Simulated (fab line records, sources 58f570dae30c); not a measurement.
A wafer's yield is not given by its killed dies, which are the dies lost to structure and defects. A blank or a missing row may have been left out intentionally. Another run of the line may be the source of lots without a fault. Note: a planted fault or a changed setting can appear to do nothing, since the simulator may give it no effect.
Which tool was responsible?	flow berkeley cmos170	13 lots with 39 wafers sampled at 3 steps, on a route of 331 steps

## WHAT EACH GAUGE READ, for each wafer
UCB170_SILICIDE_RS_MEAS_02: measurement is done with a four-point probe.
lot	measured	on	SILICIDE_TI_RS (ohm/sq)
L559	day 7 02:40	film metro-03	25.6 25.6 25.9
L560	day 7 04:40	film metro-04	25.7 25.5 25.9
L564	day 7 12:34	film metro-03	26.9 26.1 26.1
L563	day 7 12:56	film metro-03	26.2 26.2 26.3
L562	day 7 13:09	film metro-02	25.6 26.0 25.5
L565	day 8 00:55	film metro-02	26.1 26.4 26.3
L570	day 8 21:03	film metro-03	29.5 25.6 25.4
L573	day 9 20:23	film metro-04	26.2 26.7 26.3
L575	day 10 04:01	film metro-02	26.2 26.1 26.1
L576	day 10 07:07	film metro-02	26.4 26.2 26.5
L577	day 10 12:31	film metro-02	26.3 26.0 26.1
L579	day 11 05:36	film metro-03	26.5 26.1 26.1
L582	day 11 10:49	film metro-04	25.7 25.9 25.7

UCB170_SILICIDE_THK_MEAS_03: measures by xrf.
lot	measured	on	SILICIDE_TI_THK (nm)
L559	day 7 02:47	film metro-03	30.3 30.5 30.1
L560	day 7 04:46	film metro-04	30.3 30.6 30.2
L564	day 7 12:41	film metro-03	29.3 30.0 30.1
L563	day 7 13:02	film metro-03	29.9 29.9 29.9
L562	day 7 13:16	film metro-02	30.8 30.2 30.7
L565	day 8 01:02	film metro-02	30.3 29.9 30.0
L570	day 8 21:10	film metro-03	26.9 30.3 30.6
L573	day 9 20:29	film metro-04	30.2 29.7 30.0
L575	day 10 04:07	film metro-02	30.2 30.1 30.1
L576	day 10 07:14	film metro-02	29.8 30.0 29.8
L577	day 10 12:38	film metro-02	30.1 30.3 30.1
L579	day 11 05:43	film metro-03	29.5 29.8 29.9
L582	day 11 10:55	film metro-04	30.6 30.4 30.6

## TOOL THAT RAN EACH LOT (tool first, then ch and the chambers of the sampled wafers, then the start)
lot	UCB170_SILICIDE_SPUTTER_01
L559	pvd sputter-03, day 7 02:38
L560	pvd sputter-02, day 7 04:35
L564	pvd sputter-04, day 7 12:26
L563	pvd sputter-02, day 7 12:53
L562	pvd sputter-03, day 7 13:06
L565	pvd sputter-03, day 8 00:52
L570	pvd sputter-02, day 8 21:01
L573	pvd sputter-04, day 9 20:19
L575	pvd sputter-03, day 10 03:58
L576	pvd sputter-04, day 10 07:04
L577	pvd sputter-04, day 10 12:29
L579	pvd sputter-03, day 11 05:33
L582	pvd sputter-03, day 11 10:41
- UCB170_SILICIDE_SPUTTER_01: material Ti, target thk 30 nm, time 25 s.

## WHAT THE TOOLS THEMSELVES READ (means of the sampled wafers that have a number; where no wafer has one, the mark that the record gives instead)
UCB170_SILICIDE_SPUTTER_01.
lot	tool	cathode dc power W (W)	throttle valve pct (%)
L559	pvd sputter-03	1500.0	30.3
L560	pvd sputter-02	1499.9	29.6
L564	pvd sputter-04	1499.8	30.2
L563	pvd sputter-02	1499.8	29.8
L562	pvd sputter-03	1500.3	30.1
L565	pvd sputter-03	1500.1	29.3
L570	pvd sputter-02	1444.0	30.0
L573	pvd sputter-04	1499.9	30.6
L575	pvd sputter-03	1500.0	30.2
L576	pvd sputter-04	1499.8	30.2
L577	pvd sputter-04	1500.1	30.5
L579	pvd sputter-03	1500.0	29.8
L582	pvd sputter-03	1499.8	30.0

## THE ANSWER, worked out from the rows above alone
Rule: usual is defined by the lots themselves. Put in order of their means at a reading, lots are off if they are a third of the lots or fewer, leave a main group of 4 or more, and stand apart from it by a gap of 3 or more times the standard deviation of the main group's means; of several such gaps the widest counts. The tables above print the reading to a certain number of digits; a main group whose means all agree to those digits is not used. A lot without any number at a reading at which 4 lots or more have one is off too. Where the step has rows for the other lots, those lots are counted as sound. The gauges are gone through in route order, then the tools' own readings, and for those a lot's mean is taken as printed above. At the first step where some lot is off, the reading lying furthest off is the one used; lots without a number count as furthest.
Off: L570, at UCB170_SILICIDE_SPUTTER_01 (cathode dc power W). Main group: mean 1500.0 W, sd 0.15.
A tool fits if, at that step or a process step before it, it ran every lot that is off, and no sound lot after the first of them. One candidate fits, namely pvd sputter-02 at UCB170_SILICIDE_SPUTTER_01. A fault onset in the window from L563 (day 7 12:53, its last sound lot) to L570 (day 8 21:01, its first lot off) fits.
The tool's own readings at UCB170_SILICIDE_SPUTTER_01 bear it out: on the lots that are off they differ by more than 5 times the standard deviation of the sound lots' means. cathode dc power W reads 1444.0 W there against 1500.0 W on the sound lots.

## WHAT THE SIMULATOR HAD INSERTED
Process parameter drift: pvd sputter-02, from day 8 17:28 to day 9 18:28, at UCB170_SILICIDE_SPUTTER_01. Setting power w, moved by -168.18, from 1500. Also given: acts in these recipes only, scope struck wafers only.
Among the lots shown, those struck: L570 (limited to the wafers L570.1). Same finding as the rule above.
